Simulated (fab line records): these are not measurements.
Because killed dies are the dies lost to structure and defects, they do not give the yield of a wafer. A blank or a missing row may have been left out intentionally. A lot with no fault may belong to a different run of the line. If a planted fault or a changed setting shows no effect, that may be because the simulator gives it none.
Which of the tools did it? :: flow berkeleyCmos170 :: 45 wafers from 15 lots sampled at 2 of the route's 331 steps

## WHAT THE GAUGES READ, wafer by wafer
UCB170_GATE_THK_MEAS_05.
lot: L559
measured: day 7 09:59
on: filmMetro-01
GATE_POLY_THK (nm): 213.4 213.1 212.6

lot: L561
measured: day 8 00:29
on: filmMetro-04
GATE_POLY_THK (nm): 215.2 216.0 216.1

lot: L562
measured: day 8 00:26
on: filmMetro-02
GATE_POLY_THK (nm): 218.1 216.2 217.1

lot: L563
measured: day 8 00:26
on: filmMetro-01
GATE_POLY_THK (nm): 215.8 215.7 215.7

lot: L564
measured: day 8 00:29
on: filmMetro-01
GATE_POLY_THK (nm): 218.3 216.9 215.7

lot: L565
measured: day 8 00:26
on: filmMetro-04
GATE_POLY_THK (nm): 217.5 217.0 216.0

lot: L566
measured: day 8 17:27
on: filmMetro-04
GATE_POLY_THK (nm): 120.5 119.1 117.7

lot: L567
measured: day 8 17:26
on: filmMetro-01
GATE_POLY_THK (nm): 116.3 117.6 116.4

lot: L568
measured: day 8 17:23
on: filmMetro-04
GATE_POLY_THK (nm): 117.2 117.8 116.3

lot: L569
measured: day 9 12:30
on: filmMetro-04
GATE_POLY_THK (nm): 214.8 216.3 216.3

lot: L572
measured: day 9 12:32
on: filmMetro-02
GATE_POLY_THK (nm): 213.2 214.4 213.4

lot: L576
measured: day 10 05:28
on: filmMetro-02
GATE_POLY_THK (nm): 215.6 215.0 212.9

lot: L578
measured: day 10 05:27
on: filmMetro-04
GATE_POLY_THK (nm): 210.5 209.6 208.4

lot: L581
measured: day 11 07:56
on: filmMetro-04
GATE_POLY_THK (nm): 217.8 217.4 220.1

lot: L582
measured: day 11 12:08
on: filmMetro-04
GATE_POLY_THK (nm): 214.1 215.7 215.4

## TOOL THAT RAN EACH LOT (tool first, then ch and the chambers of the sampled wafers, then the start)
lot: L559
UCB170_GATE_CVD_04: lpcvd-01 ch 1, day 7 08:35

lot: L561
UCB170_GATE_CVD_04: lpcvd-01 ch 0, day 7 23:02

lot: L562
UCB170_GATE_CVD_04: lpcvd-01 ch 1, day 7 23:02

lot: L563
UCB170_GATE_CVD_04: lpcvd-01 ch 0, day 7 23:02

lot: L564
UCB170_GATE_CVD_04: lpcvd-01 ch 0, day 7 23:02

lot: L565
UCB170_GATE_CVD_04: lpcvd-01 ch 1, day 7 23:02

lot: L566
UCB170_GATE_CVD_04: lpcvd-01 ch 0, day 8 15:59

lot: L567
UCB170_GATE_CVD_04: lpcvd-01 ch 1, day 8 15:59

lot: L568
UCB170_GATE_CVD_04: lpcvd-01 ch 0, day 8 15:59

lot: L569
UCB170_GATE_CVD_04: lpcvd-02 ch 0, day 9 11:04

lot: L572
UCB170_GATE_CVD_04: lpcvd-02 ch 1, day 9 11:04

lot: L576
UCB170_GATE_CVD_04: lpcvd-02 ch 0, day 10 03:59

lot: L578
UCB170_GATE_CVD_04: lpcvd-02 ch 0, day 10 03:59

lot: L581
UCB170_GATE_CVD_04: lpcvd-01 ch 0, day 11 06:32

lot: L582
UCB170_GATE_CVD_04: lpcvd-01 ch 0, day 11 10:44
- UCB170_GATE_CVD_04: deposits poly-Si from SiH4, time 1440 s, target thk 214 nm.

## WHAT THE TOOLS THEMSELVES READ (means of the sampled wafers that have a number; where no wafer has one, the mark that the record gives instead)
UCB170_GATE_CVD_04.
lot: L559
tool: lpcvd-01
spikeTcCentreC (C): 613.3
spikeTcLoadC (C): 635.1
spikeTcSourceC (C): 630.8
susceptorTempC (C): 610.07

lot: L561
tool: lpcvd-01
spikeTcCentreC (C): 613.7
spikeTcLoadC (C): 634.3
spikeTcSourceC (C): 630.7
susceptorTempC (C): 609.85

lot: L562
tool: lpcvd-01
spikeTcCentreC (C): 612.4
spikeTcLoadC (C): 634.2
spikeTcSourceC (C): 631.2
susceptorTempC (C): 609.90

lot: L563
tool: lpcvd-01
spikeTcCentreC (C): 614.0
spikeTcLoadC (C): 634.8
spikeTcSourceC (C): 631.0
susceptorTempC (C): 609.75

lot: L564
tool: lpcvd-01
spikeTcCentreC (C): 612.8
spikeTcLoadC (C): 634.4
spikeTcSourceC (C): 631.8
susceptorTempC (C): 610.29

lot: L565
tool: lpcvd-01
spikeTcCentreC (C): 612.7
spikeTcLoadC (C): 634.5
spikeTcSourceC (C): 630.5
susceptorTempC (C): 610.22

lot: L566
tool: lpcvd-01
spikeTcCentreC (C): 589.1
spikeTcLoadC (C): 609.7
spikeTcSourceC (C): 605.5
susceptorTempC (C): 584.66

lot: L567
tool: lpcvd-01
spikeTcCentreC (C): 588.5
spikeTcLoadC (C): 609.5
spikeTcSourceC (C): 606.2
susceptorTempC (C): 585.25

lot: L568
tool: lpcvd-01
spikeTcCentreC (C): 588.2
spikeTcLoadC (C): 609.4
spikeTcSourceC (C): 606.1
susceptorTempC (C): 584.99

lot: L569
tool: lpcvd-02
spikeTcCentreC (C): 611.3
spikeTcLoadC (C): 635.4
spikeTcSourceC (C): 633.9
susceptorTempC (C): 609.91

lot: L572
tool: lpcvd-02
spikeTcCentreC (C): 611.8
spikeTcLoadC (C): 628.3
spikeTcSourceC (C): 630.1
susceptorTempC (C): 609.93

lot: L576
tool: lpcvd-02
spikeTcCentreC (C): 612.6
spikeTcLoadC (C): 635.1
spikeTcSourceC (C): 633.4
susceptorTempC (C): 610.26

lot: L578
tool: lpcvd-02
spikeTcCentreC (C): 612.4
spikeTcLoadC (C): 635.2
spikeTcSourceC (C): 633.9
susceptorTempC (C): 609.79

lot: L581
tool: lpcvd-01
spikeTcCentreC (C): 612.1
spikeTcLoadC (C): 634.4
spikeTcSourceC (C): 630.9
susceptorTempC (C): 609.99

lot: L582
tool: lpcvd-01
spikeTcCentreC (C): 613.3
spikeTcLoadC (C): 634.7
spikeTcSourceC (C): 631.6
susceptorTempC (C): 610.36

## THE ANSWER, worked out from the rows above alone
Rule: usual is defined by the lots themselves. The widest of any qualifying gaps counts: lots, ordered by their means at a reading, are off when they make up no more than a third of the lots, leave a main group of 4 or more, and stand apart from it by 3 or more times the standard deviation of that group's means. If all means in a main group match to the digits the tables above print for the reading, that group is not used. A lot without any number at a reading at which 4 lots or more have one is off too. The other lots that the step has rows for count as sound. Order of review: gauges by route order, followed by the tools' own readings, for which a lot's mean as printed above is used. The first step at which some lot is off is used, and at that step the reading that is off furthest; a lot without a number counts as furthest.
Off: at UCB170_GATE_THK_MEAS_05 (GATE_POLY_THK), L566, L567, L568. Main group: mean 215.2 nm, sd 2.3.
A tool fits if, at a process step before that reading, it ran every lot that is off, and no sound lot after the first of them. The gauges at UCB170_GATE_THK_MEAS_05 aren't tried: what is off there is off at UCB170_GATE_CVD_04 too, on other tools, and a gauge's error can't cause that. Not one of the candidates tried fits.

## WHAT THE SIMULATOR HAD PUT IN
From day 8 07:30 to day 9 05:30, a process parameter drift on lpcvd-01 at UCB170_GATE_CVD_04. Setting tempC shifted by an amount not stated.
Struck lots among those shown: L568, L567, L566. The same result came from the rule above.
